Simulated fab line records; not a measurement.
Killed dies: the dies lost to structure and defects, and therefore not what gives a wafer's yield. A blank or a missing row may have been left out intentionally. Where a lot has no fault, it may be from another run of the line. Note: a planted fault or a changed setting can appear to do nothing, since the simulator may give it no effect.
Lot-split experiment :: flow ritCmos :: 23 wafers read from 5 lots, route of 202 steps

## THE SPLIT ITSELF
At RIT_NRETRO_IMPLANT_08, the setting energyKev was moved away from the recipe's 70 on 5 of the 23 wafers read, by -5.5% to +2.4%. This setting was run at the recipe's value on the other wafers.

The reading is taken at the split's own step.

## THE READING
The simulator's own value implant.drpNm, read by no gauge, in nm at RIT_NRETRO_IMPLANT_08. The file does not state a usual value for it.

wafer: L075.1
tool, chamber at the split: implanter-02, 0
energyKev as run: 71.71
against the recipe: +2.4%
implant.drpNm, nm: 34.63
against lot-mates on the recipe: +0.69

wafer: L075.3
tool, chamber at the split: implanter-02, 0
energyKev as run: 71.71
against the recipe: +2.4%
implant.drpNm, nm: 34.63
against lot-mates on the recipe: +0.69

wafer: L075.6
tool, chamber at the split: implanter-02, 0
energyKev as run: 71.71
against the recipe: +2.4%
implant.drpNm, nm: 34.63
against lot-mates on the recipe: +0.69

wafer: L075.4
tool, chamber at the split: implanter-02, 0
energyKev as run: 70
against the recipe: recipe
implant.drpNm, nm: 33.94
against lot-mates on the recipe: -

wafer: L075.5
tool, chamber at the split: implanter-02, 0
energyKev as run: 70
against the recipe: recipe
implant.drpNm, nm: 33.94
against lot-mates on the recipe: -

wafer: L076.1
tool, chamber at the split: implanter-01, 0
energyKev as run: 70
against the recipe: recipe
implant.drpNm, nm: 33.94
against lot-mates on the recipe: -

wafer: L076.2
tool, chamber at the split: implanter-01, 0
energyKev as run: 70
against the recipe: recipe
implant.drpNm, nm: 33.94
against lot-mates on the recipe: -

wafer: L076.3
tool, chamber at the split: implanter-01, 0
energyKev as run: 70
against the recipe: recipe
implant.drpNm, nm: 33.94
against lot-mates on the recipe: -

wafer: L076.4
tool, chamber at the split: implanter-01, 0
energyKev as run: 70
against the recipe: recipe
implant.drpNm, nm: 33.94
against lot-mates on the recipe: -

wafer: L076.5
tool, chamber at the split: implanter-01, 0
energyKev as run: 70
against the recipe: recipe
implant.drpNm, nm: 33.94
against lot-mates on the recipe: -

wafer: L079.1
tool, chamber at the split: implanter-01, 0
energyKev as run: 70
against the recipe: recipe
implant.drpNm, nm: 33.94
against lot-mates on the recipe: -

wafer: L079.2
tool, chamber at the split: implanter-01, 0
energyKev as run: 70
against the recipe: recipe
implant.drpNm, nm: 33.94
against lot-mates on the recipe: -

wafer: L079.6
tool, chamber at the split: implanter-01, 0
energyKev as run: 70
against the recipe: recipe
implant.drpNm, nm: 33.94
against lot-mates on the recipe: -

wafer: L079.3
tool, chamber at the split: implanter-01, 0
energyKev as run: 66.16
against the recipe: -5.5%
implant.drpNm, nm: 32.34
against lot-mates on the recipe: -1.60

wafer: L079.5
tool, chamber at the split: implanter-01, 0
energyKev as run: 66.16
against the recipe: -5.5%
implant.drpNm, nm: 32.34
against lot-mates on the recipe: -1.60

wafer: L082.1
tool, chamber at the split: implanter-02, 0
energyKev as run: 70
against the recipe: recipe
implant.drpNm, nm: 33.94
against lot-mates on the recipe: -

wafer: L082.2
tool, chamber at the split: implanter-02, 0
energyKev as run: 70
against the recipe: recipe
implant.drpNm, nm: 33.94
against lot-mates on the recipe: -

wafer: L082.3
tool, chamber at the split: implanter-02, 0
energyKev as run: 70
against the recipe: recipe
implant.drpNm, nm: 33.94
against lot-mates on the recipe: -

wafer: L082.4
tool, chamber at the split: implanter-02, 0
energyKev as run: 70
against the recipe: recipe
implant.drpNm, nm: 33.94
against lot-mates on the recipe: -

wafer: L082.6
tool, chamber at the split: implanter-02, 0
energyKev as run: 70
against the recipe: recipe
implant.drpNm, nm: 33.94
against lot-mates on the recipe: -

wafer: L085.1
tool, chamber at the split: implanter-01, 0
energyKev as run: 70
against the recipe: recipe
implant.drpNm, nm: 33.94
against lot-mates on the recipe: -

wafer: L085.5
tool, chamber at the split: implanter-01, 0
energyKev as run: 70
against the recipe: recipe
implant.drpNm, nm: 33.94
against lot-mates on the recipe: -

wafer: L085.6
tool, chamber at the split: implanter-01, 0
energyKev as run: 70
against the recipe: recipe
implant.drpNm, nm: 33.94
against lot-mates on the recipe: -

THE FIT
A straight line over all 23 wafers: implant.drpNm changes by +0.289 nm for each +1% of energyKev; r = +1.00; the points scatter about the line by 0.0066 nm.
The same after taking each lot's own level away (the mean of its wafers on the recipe; 23 wafers): +0.289 nm for each +1%; r = +1.00; scatter 0.0066 nm.
That fit puts the effect of the largest move of energyKev on the reading at 1.6 nm.
The lots' own levels span 33.940 to 33.940 nm.
The two slopes are in agreement: the lot-to-lot level therefore moves the slope only a little.
Check: for one of the wafers moved furthest among these (-5.5%), held out of the fit, the line's prediction against its lot-mates is -1.58 nm. It came out at -1.6 nm against them.

## OTHER SPLITS APPLIED TO THESE WAFERS
Before the reading, these wafers also passed through other splits. Each is held against what the fit with the lots' levels taken away leaves over:
other split on the same wafers: RIT_ACTIVE_CVD_03 timeS
wafers away from the commonest value: 18
r with implant.drpNm (lot level and that fit taken away): -0.12

other split on the same wafers: RIT_ACTIVE_DEVELOP_10 developTimeS
wafers away from the commonest value: 5
r with implant.drpNm (lot level and that fit taken away): +0.12

other split on the same wafers: RIT_ACTIVE_ETCH_13 timeS
wafers away from the commonest value: 8
r with implant.drpNm (lot level and that fit taken away): +0.14

other split on the same wafers: RIT_NWELL_COAT_01 spinRpm
wafers away from the commonest value: 4
r with implant.drpNm (lot level and that fit taken away): +0.01

other split on the same wafers: RIT_NRETRO_COAT_01 spinRpm
wafers away from the commonest value: 5
r with implant.drpNm (lot level and that fit taken away): +0.48

## THE WHOLE CHAIN: every reading that the file lists as answering this split, in the file's order
step: RIT_NRETRO_IMPLANT_08
what it does: 
reading: implant.rpNm (the simulator's own value, which no gauge read)
change (the file's fit): +0.863 nm for each +1% of the setting
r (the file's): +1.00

step: RIT_NRETRO_IMPLANT_08
what it does: 
reading: implant.drpNm (the simulator's own value, which no gauge read)
change (the file's fit): +0.29 nm for each +1% of the setting
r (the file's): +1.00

## FILE'S OWN FIT
implant.drpNm changes by +0.29 nm for each +1% of energyKev, r = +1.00.
